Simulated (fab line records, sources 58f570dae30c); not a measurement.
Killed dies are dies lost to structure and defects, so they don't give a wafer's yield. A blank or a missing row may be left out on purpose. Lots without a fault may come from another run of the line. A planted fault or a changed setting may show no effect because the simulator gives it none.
One fault seen from 2 desks | flow berkeley_cmos170 | each desk has only its own numbers; what lay behind them comes last

THE METROLOGY DESK
What the gauges read, lot by lot, whatever tool the lot ran on: means of the sampled wafers that have a number. A lot is out of limits, marked OUT, if its mean lies more than 4 standard deviations from the usual mean; the brackets give that distance.
Columns: A = START_OXIDE_THK at UCB170_START_THK_MEAS_03, usual 20.2 nm; B = PWELL_OXIDE_THK at UCB170_PWELL_THK_MEAS_03, usual 26.5 nm; C = GATE_OXIDE_THK at UCB170_GATE_THK_MEAS_02, usual 6.65 nm
lot  | first seen here | A    | B    | C
L681 | day 1 12:05     | 20.4 | 26.2 | 6.72
L682 | day 1 21:40     | 19.9 | 26.4 | 6.52
L683 | day 2 03:08     | 19.8 | 26.0 | 6.68
L685 | day 2 11:38     | 20.0 | 27.2 | 6.50
L686 | day 2 18:33     | 20.2 | 27.0 | 6.60
L687 | day 2 18:33     | 19.8 | 25.9 | 6.69
L688 | day 3 07:11     | 20.0 | 26.4 | 6.72
L689 | day 3 07:11     | 20.4 | 26.8 | 6.73
L690 | day 3 13:34     | 20.4 | 27.1 | 6.71
L698 | day 5 00:55     | 20.7 | 26.2 | 6.86
L699 | day 5 09:17     | 19.9 | 26.6 | 6.62
L701 | day 5 20:16     | 19.6 | 25.7 | 6.60
L703 | day 6 05:07     | 20.5 | 25.7 | 6.62
L704 | day 6 12:43     | 20.1 | 26.6 | 6.50
This desk's finding: nothing out of limits on any of the 14 lots.

THE TOOL OWNER'S DESK: rie_metal-04
The tool's own readings at UCB170_M1_METAL_ETCH_12 (etches Al in Cl2/BCl3, stops on PSG, target depth 780 nm, time 130 s): means of the sampled wafers that have a number, for each lot that ran on this tool. A lot is out of limits, marked OUT, if its mean lies more than 4 standard deviations from the usual mean; the brackets give that distance.
Columns: A = drypump_motor_current_A at UCB170_M1_METAL_ETCH_12, usual 5.55 A; B = mfc_cl2_sccm at UCB170_M1_METAL_ETCH_12, usual 89.99 sccm; C = oes_product_au at UCB170_M1_METAL_ETCH_12, usual 0.852 a.u.; D = throttle_valve_pct at UCB170_M1_METAL_ETCH_12, usual 24.38 %
lot  | first seen here | A    | B     | C     | D
L681 | day 7 23:35     | 5.40 | 89.66 | 0.843 | 24.23
L683 | day 8 17:46     | 5.60 | 90.14 | 0.847 | 24.27
L685 | day 9 05:09     | 5.41 | 89.94 | 0.844 | 24.23
L686 | day 9 08:41     | 5.42 | 89.84 | 0.847 | 24.23
L689 | day 9 19:29     | 5.47 | 90.12 | 0.845 | 24.27
L690 | day 10 05:44    | 5.49 | 89.72 | 0.851 | 24.25
L701 | day 13 16:24    | 5.81 | 90.01 | 0.844 | 24.31
L703 | day 14 10:34    | 5.23 | 90.19 | 0.847 | 24.19
This desk's finding: nothing out of limits on any of the 8 lots.

PUT TOGETHER
The metrology desk saw nothing out of limits.
The tool owner's desk saw nothing out of limits.

WHAT THE SIMULATOR HAD PUT IN
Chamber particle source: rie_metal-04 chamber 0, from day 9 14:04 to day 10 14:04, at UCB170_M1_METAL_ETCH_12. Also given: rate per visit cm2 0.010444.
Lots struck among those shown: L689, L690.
